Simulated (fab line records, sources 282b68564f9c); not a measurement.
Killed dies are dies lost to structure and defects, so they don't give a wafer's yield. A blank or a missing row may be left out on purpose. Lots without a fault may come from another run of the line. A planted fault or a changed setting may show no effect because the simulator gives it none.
fab line records | flow rit_cmos
record lots=13 wafers=39 last_day=7
route steps=202 shown SPACER@128 M1@202
lots that met no fault: from a run of the same line without faults
start_h: hours from the record's first day to the start of the lot's first wafer shown | wait_h: hours since the lot's step before | " the same as in the row above | L1.1+2: a row that stands for several wafers | - no value, or no start given | * or withheld: withheld | < > ~ a bound
route shown NAME@n: a module of which the file shows steps, and the number in the route of the first | usual: mean/standard deviation of fault-free wafers | same: alike in all rows | chamber/n: place in a boat | sites: the reading at each site | _std_site: their standard deviation | _edge_site: outer sites' mean less inner sites' | radius_mm: how far each site lies from the wafer's centre | mask NAME#n: copy n | behind: the tool/chamber that last shaped the wafer | hold: why the lot was held/for how many hours/how that ended | device: the transistor (n, p or np) that didn't switch | end of line: the same wafers' tests at the end of the route | a step without rows: its recipe alone | killed: dies lost to structure and defects at the first sort, not the wafer's yield | map: a wafer's dies, x killed, . not, _ none there
set.NAME: the setting as run; set.NAME@STEP: as run at that earlier step | model.NAME: the simulator's own value behind a step, which no gauge read
steps of the route over a sample of lots; a table a step, a row a wafer
services: from which hour (start_h, from the record's first day; less than 0 if before it) a tool's chamber was out of use, for how many hours, and why
## steps
# step RIT_SPACER_CVD_03
# recipe material=Si3N4 target_thk_nm=250 temp_c=810 precursor=SiH2Cl2/NH3 time_s=3300 pressure_mtorr=300 sih2cl2_flow_sccm=60 nh3_flow_sccm=150
# usual spike_tc_centre_C=811.7/1.2
# columns lot.wafer tool chamber start_h wait_h spike_tc_centre_C
L922.1 lpcvd-01 1 50.43 0.0 811.9
L922.4 " 1 " " 810.6
L922.5 " 1 " " 811.3
L923.1 lpcvd-01 1 53.47 0.0 812.4
L923.2 " 1 " " 811.0
L923.5 " 1 " " 810.9
L924.2 lpcvd-02 1 56.29 0.5 809.5
L924.3 " 1 " " 811.9
L924.6 " 1 " " 812.6
L925.1 lpcvd-02 1 64.36 0.1 809.0
L925.5 " 1 " " 812.1
L925.6 " 1 " " 810.2
L926.2 lpcvd-01 0 66.78 0.0 811.9
L926.4 " 0 " " 812.0
L926.6 " 0 " " 811.2
L929.3 lpcvd-02 0 81.63 0.0 813.0
L929.5 " 0 " " 811.6
L929.6 " 0 " " 812.6
L934.4 lpcvd-01 0 112.17 2.1 823.3
L934.5 " 0 " " 824.9
L934.6 " 0 " " 824.7
L936.2 lpcvd-02 1 121.31 0.0 809.9
L936.3 " 1 " " 811.7
L936.5 " 1 " " 810.4
L937.3 lpcvd-02 0 124.15 0.0 812.6
L937.4 " 0 " " 814.1
L937.5 " 0 " " 813.7
L938.2 lpcvd-02 1 130.26 0.0 811.8
L938.3 " 1 " " 808.6
L938.6 " 1 " " 811.0
L939.2 lpcvd-01 1 135.21 0.0 811.8
L939.5 " 1 " " 811.5
L939.6 " 1 " " 813.1
L941.2 lpcvd-02 0 144.09 0.0 812.4
L941.3 " 0 " " 813.3
L941.4 " 0 " " 811.8
L943.1 lpcvd-02 1 155.71 1.8 811.3
L943.4 " 1 " " 811.5
L943.5 " 1 " " 810.5
# step RIT_SPACER_THK_MEAS_04
# recipe reads=Si3N4_of_SPACER_CVD_03
# usual SPACER_NITRIDE_THK=250.4/2.4
# columns lot.wafer tool chamber start_h wait_h SPACER_NITRIDE_THK[nm]
L922.1 film_metro-01 - 52.35 0.0 253.7
L922.4 " - " " 252.3
L922.5 " - " " 254.7
L923.1 film_metro-01 - 55.39 0.0 254.2
L923.2 " - " " 252.1
L923.5 " - " " 253.5
L924.2 film_metro-03 - 58.22 0.0 246.3
L924.3 " - " " 246.1
L924.6 " - " " 247.5
L925.1 film_metro-01 - 66.28 0.0 253.5
L925.5 " - " " 250.7
L925.6 " - " " 250.9
L926.2 film_metro-02 - 68.71 0.0 248.3
L926.4 " - " " 248.8
L926.6 " - " " 247.6
L929.3 film_metro-01 - 83.56 0.0 252.3
L929.5 " - " " 252.4
L929.6 " - " " 250.4
L934.4 film_metro-02 - 114.12 0.0 270.0
L934.5 " - " " 274.4
L934.6 " - " " 281.4
L936.2 film_metro-02 - 123.23 0.0 246.1
L936.3 " - " " 246.0
L936.5 " - " " 246.3
L937.3 film_metro-02 - 126.09 0.0 249.0
L937.4 " - " " 249.6
L937.5 " - " " 248.3
L938.2 film_metro-02 - 132.18 0.0 249.3
L938.3 " - " " 249.8
L938.6 " - " " 245.9
L939.2 film_metro-02 - 137.13 0.0 251.7
L939.5 " - " " 249.8
L939.6 " - " " 248.9
L941.2 film_metro-03 - 146.98 0.0 250.4
L941.3 " - " " 252.4
L941.4 " - " " 251.8
L943.1 film_metro-01 - 158.58 0.0 246.9
L943.4 " - " " 248.2
L943.5 " - " " 247.5
# step RIT_SPACER_ETCHBACK_05
# recipe target_depth_a=2500 SF6_flow_sccm=30 CHF3_flow_sccm=30 target=Si3N4 chemistry=SF6/CHF3 pressure_mtorr=40 rf_w=250 time_s=240 stop_on=SiO2
# usual drypump_motor_current_A=5.6/0.56 oes_product_au=0.841/0.012 throttle_valve_pct=10.27/0.16
# columns lot.wafer tool chamber start_h wait_h drypump_motor_current_A oes_product_au rf_hours_counter_h throttle_valve_pct
L922.1 rie_diel-03 2 52.41 0.1 5.8 0.856 89 10.11
L922.4 " 0 " " 5.7 0.871 49 10.35
L922.5 " 0 " " 5.7 0.871 - 10.35
L923.1 rie_diel-02 1 55.45 0.1 4.7 0.847 151 10.22
L923.2 " 3 " " 5.9 0.833 26 10.46
L923.5 " 1 " " 4.7 0.848 - 10.22
L924.2 rie_diel-03 2 58.27 0.0 5.7 0.832 89 10.10
L924.3 " 3 " " 5.8 0.825 13 10.14
L924.6 " 1 " " 6.0 0.824 - 10.00
L925.1 rie_diel-04 3 66.34 0.1 6.8 0.851 141 10.31
L925.5 " 1 " " 5.6 0.843 - 10.25
L925.6 " 0 " " 5.7 0.842 - 10.52
L926.2 rie_diel-03 3 68.76 0.0 5.8 0.831 14 10.14
L926.4 " 2 " " 5.7 0.831 89 10.10
L926.6 " 3 " " 5.8 0.831 - 10.16
L929.3 rie_diel-04 0 83.60 0.0 5.7 0.840 8 10.54
L929.5 " 0 " " 5.7 0.842 - 10.55
L929.6 " 1 " " 5.6 0.853 - 10.24
L934.4 rie_diel-03 2 114.15 0.0 5.7 0.891 90 10.14
L934.5 " 1 " " 6.0 0.896 - 10.04
L934.6 " 2 " " 5.7 0.923 - 10.15
L936.2 rie_diel-04 3 123.28 0.0 6.8 0.836 142 10.28
L936.3 " 1 " " 5.5 0.830 123 10.25
L936.5 " 1 " " 5.5 0.833 - 10.25
L937.3 rie_diel-02 0 126.13 0.0 5.1 0.832 93 10.16
L937.4 " 2 " " 5.9 0.849 64 10.40
L937.5 " 0 " " 5.1 0.825 - 10.16
L938.2 rie_diel-02 0 132.23 0.0 5.1 0.825 93 10.17
L938.3 " 1 " " 4.7 0.846 153 10.23
L938.6 " 1 " " 4.7 0.838 - 10.22
L939.2 rie_diel-04 1 137.18 0.0 5.6 0.840 123 10.24
L939.5 " 0 " " 5.7 0.845 - 10.54
L939.6 " 1 " " 5.6 0.836 - 10.24
L941.2 rie_diel-02 2 147.03 0.0 5.9 0.845 65 10.42
L941.3 " 0 " " 5.1 0.833 93 10.16
L941.4 " 2 " " 5.9 0.848 - 10.40
L943.1 rie_diel-04 1 158.64 0.1 5.6 0.829 124 10.23
L943.4 " 2 " " 4.6 0.835 105 10.04
L943.5 " 1 " " 5.6 0.839 - 10.23
# step RIT_M1_PROBE_99
# usual killed_at_contacts=0.1/0.23 killed_at_front_end=6.7/2.7 killed_dies=6.7/2.7 killed_open=3.2/1.8 killed_short=3.5/1.9
# same gross_dies=264 killed_at_M0_to_M3=0 killed_at_M4_up=0 killed_at_back_side=0 killed_at_other=0
# columns lot.wafer tool chamber start_h wait_h killed_at_contacts killed_at_front_end killed_dies killed_open killed_short
L934.4 prober-02 - 125.40 0.2 0 2 2 0 2
L934.5 prober-02 - 125.45 0.2 0 4 4 0 4
L934.6 prober-02 - 125.50 0.2 0 2 2 1 1
# killed by level:class
L934.4 GATE:geometric_particle:short=2
L934.5 GATE:geometric_particle:short=3 FOX1:geometric_particle:short=1
L934.6 GATE:geometric_particle:short=1 GATE:geometric_particle:open=1
## services
# columns tool chamber start_h hours kind
lpcvd-01 - 44.17 0.4 repair
rie_diel-04 3 67.73 3.4 repair
rie_diel-03 0 71.79 4.9 repair
lpcvd-02 - 104.20 14.6 pm
rie_diel-03 1 123.37 3.4 repair
rie_diel-02 1 133.62 - clean
rie_diel-02 1 133.62 19.7 scheduled_down
rie_diel-02 1 133.62 19.7 vent_cycle
lpcvd-01 - 153.47 1.5 repair
rie_diel-03 - 155.37 14.6 pm
## key
first_sign step=RIT_SPACER_CVD_03 reading=spike_tc_centre_C direction=up sigmas=10 usual=811.7 struck=824.3
effect step=RIT_SPACER_THK_MEAS_04 reading=SPACER_NITRIDE_THK direction=up sigmas=11 usual=250.4 struck=275.2
effect step=RIT_SPACER_ETCHBACK_05 reading=oes_product_au direction=up sigmas=5.2 usual=0.841 struck=0.903
met_at RIT_SPACER_CVD_03
struck_lots L934
struck_wafers L934.4,L934.5,L934.6
tester_left_out L934
onset_between 66.78 112.17
fault kind=process_parameter_drift tool=lpcvd-01 chamber=0 onset_h=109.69 steps=RIT_SPACER_CVD_03 channel=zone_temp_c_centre offset=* shape=step end_h=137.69
# tester_left_out: of these lots the tester's yield and bins aren't shown, on N5 and GAA mostly nor the transistor test; their killed dies are dies lost to structure and defects alone, not to doping, threshold or leakage, so they don't give the yield
